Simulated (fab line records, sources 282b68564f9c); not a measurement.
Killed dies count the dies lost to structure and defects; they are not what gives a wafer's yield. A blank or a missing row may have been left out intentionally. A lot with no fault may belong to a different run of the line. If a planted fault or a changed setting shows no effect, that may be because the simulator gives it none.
The same fault as seen by 2 desks ; flow rit-cmos ; numbers are kept per desk, each desk with only its own; the story behind them comes last

## THE TOOL OWNER'S DESK: lpcvd-02
The tool's own readings at RIT_GATE_CVD_08 (deposits poly-Si from SiH4, target thk 250 nm, time 2220 s): means of the sampled wafers that have a number, for each lot that ran on this tool. The brackets show how far a lot's mean lies from the usual mean; more than 4 standard deviations puts the lot out of limits, marked OUT.
Columns: A = spike-tc-load-C at RIT_GATE_CVD_08, usual 632 C; B = susceptor-temp-C at RIT_GATE_CVD_08, usual 609.9 C
lot;first seen here;A;B
L640;day 2 12:13;634;610.4
L642;day 3 00:01;626;609.8
L644;day 3 08:10;625;610.0
L646;day 3 18:11;626;610.1
L648;day 4 02:53;635;610.0
L649;day 4 10:02;635;610.0
L650;day 4 13:09;635;610.1
L663;day 7 10:55;625;610.0
This desk's verdict: no lot among the 8 shows anything out of limits.

## THE METROLOGY DESK
Lot by lot, what the gauges showed, no matter which tool ran the lot: averages of those sampled wafers that carry a number. The brackets show how far a lot's mean lies from the usual mean; more than 4 standard deviations puts the lot out of limits, marked OUT.
Columns: A = FOX2_OXIDE_THK at RIT_FOX2_THK_MEAS_01, usual 352 nm; B = FIELD_OXIDE_LEFT_2_THK at RIT_FOX2_THK_MEAS_91, usual 257 nm; C = GATE_POLY_THK at RIT_GATE_THK_MEAS_09, usual 250.8 nm
lot;first seen here;A;B;C
L640;day 1 18:49;354;258;250.6
L641;day 2 01:13;352;255;251.8
L642;day 2 07:50;349;253;253.1
L644;day 2 16:41;360;265;250.9
L646;day 3 02:50;353;257;252.4
L647;day 3 06:47;351;256;246.6
L648;day 3 11:04;352;255;249.8
L649;day 3 17:25;343;247;264.3 (+4.8) OUT
L650;day 3 20:58;348;252;266.2 (+5.5) OUT
L652;day 4 07:52;345;251;247.6
L658;day 5 15:42;349;255;253.2
L660;day 6 00:04;355;259;249.0
L662;day 6 10:26;346;249;253.3
L663;day 6 15:59;360;264;255.9
This desk finds L649, L650 out of limits, with the earliest case on L649 at day 4 11:41 (GATE_POLY_THK at RIT_GATE_THK_MEAS_09). Within limits: L640, L641, L642, L644, L646, L647, L648, L652, L658, L660, L662, L663.

## PUT TOGETHER
On L649, L650, the metrology desk was in a position to raise an alarm at day 4 11:41.
The desk of the tool owner found nothing out of limits.
On record at the tool owner's desk: L649, L650, within its limits.
RIT_GATE_CVD_08 was run on lpcvd-02 by each of the lots named.

## WHAT THE SIMULATOR PUT IN
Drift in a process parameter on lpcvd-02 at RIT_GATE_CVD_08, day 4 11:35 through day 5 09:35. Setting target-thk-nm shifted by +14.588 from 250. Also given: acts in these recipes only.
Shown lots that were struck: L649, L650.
Hours from the fault's start to each desk's first reading out of limits: the metrology desk, 0.
